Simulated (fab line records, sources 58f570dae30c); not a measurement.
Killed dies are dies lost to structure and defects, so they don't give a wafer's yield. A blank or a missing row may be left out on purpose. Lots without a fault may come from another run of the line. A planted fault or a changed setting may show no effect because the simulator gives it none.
Which tool did it? | flow berkeley_cmos170 | 7 lots, 21 wafers sampled, at 2 steps of a route of 331

WHAT THE GAUGES READ, wafer by wafer
UCB170_GATE_THK_MEAS_02.
lot  | measured     | on            | GATE_OXIDE_THK (nm)
L725 | day 5 17:52  | film_metro-04 | 6.70 6.64 6.75
L730 | day 7 00:22  | film_metro-02 | 6.66 6.56 6.54
L734 | day 7 20:20  | film_metro-02 | 6.67 6.76 6.67
L737 | day 8 17:40  | film_metro-03 | 11.17 11.10 11.33 11.17 11.07 11.27
L741 | day 10 03:35 | film_metro-02 | 10.72 10.70 10.77 10.76 10.76 10.78
L743 | day 10 00:47 | film_metro-03 | 6.46 6.54 6.50
L746 | day 10 23:23 | film_metro-04 | 6.66 6.51 6.61

WHICH TOOL RAN EACH LOT (tool, then ch and the chambers of the sampled wafers, then the start)
lot  | UCB170_GATE_OXIDATION_01
L725 | furnace-03 ch 0, day 5 16:21
L730 | furnace-03 ch 0, day 6 22:51
L734 | furnace-03 ch 0, day 7 18:49
L737 | furnace-01 ch 0, day 8 14:08 and furnace-02 ch 0, day 8 16:10
L741 | furnace-01 ch 0, day 9 23:16
L743 | furnace-01 ch 0, day 9 23:16
L746 | furnace-03 ch 0, day 10 21:47
- UCB170_GATE_OXIDATION_01: target thk 6.6 nm, ox time 1800 s.

THE ANSWER, worked out from the rows above alone
Rule: what is usual is taken from the lots themselves. Put in order of their means at a reading, lots are off if they are a third of the lots or fewer, leave a main group of 4 or more, and stand apart from it by a gap of 3 or more times the standard deviation of the main group's means; of several such gaps the widest counts. A main group whose means are all the same, to the digits that the tables above print for the reading, isn't used. A lot without any number at a reading at which 4 lots or more have one is off too. The other lots that the step has rows for count as sound.
Off: L737, L741, at UCB170_GATE_THK_MEAS_02 (GATE_OXIDE_THK). The main group: mean 6.62 nm, standard deviation 0.075.
A tool fits if, at a process step before that reading, it ran every lot that is off, and no sound lot after the first of them. The gauges at UCB170_GATE_THK_MEAS_02 are tried like those tools. None of those tried fits.

WHAT THE SIMULATOR HAD PUT IN
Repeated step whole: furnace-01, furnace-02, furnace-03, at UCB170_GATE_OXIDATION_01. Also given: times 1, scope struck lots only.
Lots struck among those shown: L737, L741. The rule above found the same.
